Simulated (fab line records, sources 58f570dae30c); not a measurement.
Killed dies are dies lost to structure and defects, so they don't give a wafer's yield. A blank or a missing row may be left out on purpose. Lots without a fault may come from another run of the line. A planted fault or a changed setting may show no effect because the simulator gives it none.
Problem report in the 8D (eight disciplines) form, filled by code | flow berkeley_cmos170 | the parts of the form that need people (team, actions taken, sign-off) are left out

1. THE PROBLEM
CONTACT_PSG_THK at UCB170_CONTACT_THK_MEAS_02 reads a mean of 655 nm on 6 wafers of 2 lots; wafers without a fault read 706 nm with a standard deviation of 7. That is -7.2 standard deviations from the usual mean.
First seen on wafer L787.1, day 8 01:29, on film_metro-02. The record holds 42 wafers of 14 lots with a number at this step. Rule for "out", or "out of limits": more than 4 standard deviations from the usual mean. The other wafers with a number count as sound.

2. WHAT IT IS AND WHAT IT IS NOT
question                    | is                     | is not
which readings at this step | CONTACT_PSG_THK        | -
which lots                  | L787, L790             | L780, L781, L782, L783, L784, L785, L786, L788, L800, L801, L802, L803
which wafers of those lots  | all that have a number | -
read on which gauges        | film_metro-02          | film_metro-01, film_metro-04
when                        | from day 8 01:29       | up to then (21 sound wafers); but 15 sound wafers of L788, L800, L801, L802, L803 came after

3. SUSPECTS, AND WHAT RULES EACH OUT
Counting: a tool at a process step up to the reading stays a suspect if it ran every lot that is out and no sound lot after the first of them.
- the gauge at UCB170_CONTACT_THK_MEAS_02: ruled out. All the wafers that are out were read on film_metro-02, but those of them that UCB170_CONTACT_CVD_01 has rows for are out there too, on other tools.
- lpcvd-02 at UCB170_CONTACT_CVD_01 (deposits PSG from SiH4/O2/PH3, target thk 700 nm, time 2820 s): ruled out as a lasting fault. Sound lots L802, L801 ran on it after its first lot that is out, L787 (day 7 23:43).
Left after counting: nothing in the record.

4. THE CAUSE (what the simulator had put in)
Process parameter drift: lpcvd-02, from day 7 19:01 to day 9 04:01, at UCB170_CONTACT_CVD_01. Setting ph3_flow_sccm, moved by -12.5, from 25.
Counting ruled it out, wrongly: the rule takes a fault to strike every lot that its tool runs from its start on, and this one did not.

5. THE CHAIN OF EFFECTS, in route order
Each row: a reading whose mean over the struck wafers that have a number lies more than 3 standard deviations from the usual. Only readings for which the record gives a usual standard deviation are gone through. hours: the time from each lot's start at the first step in this table that gives one to its start at this step, as a median over the lots. sigmas: the change in usual standard deviations.
hours | step                       | reading         | usual      | on struck wafers | change | sigmas
0     | UCB170_CONTACT_CVD_01      | ph3_flow_sccm   | 25.02 sccm | 12.51            | -12.51 | -99 or more
2     | UCB170_CONTACT_THK_MEAS_02 | CONTACT_PSG_THK | 706 nm     | 655              | -51    | -7.2
-     | UCB170_CONTACT_ETCH_18     | oes_product_au  | 0.903 a.u. | 0.855            | -0.048 | -3.2
The process steps in it:
- UCB170_CONTACT_CVD_01: deposits PSG from SiH4/O2/PH3, target thk 700 nm, time 2820 s.
- UCB170_CONTACT_ETCH_18: etches PSG in CHF3/CF4/Ar, stops on TiSi2, target depth 840 nm, time 195 s.

6. WHAT WOULD HAVE CAUGHT IT SOONER
In this record the first reading out of limits at a measuring or inspecting step was taken at day 8 01:29, 6 hours after the fault began at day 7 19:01.
The tool's own readings at UCB170_CONTACT_CVD_01 were out on every struck wafer that the step has a row for (ph3_flow_sccm): an alarm limit on them would have fired on the first of those.
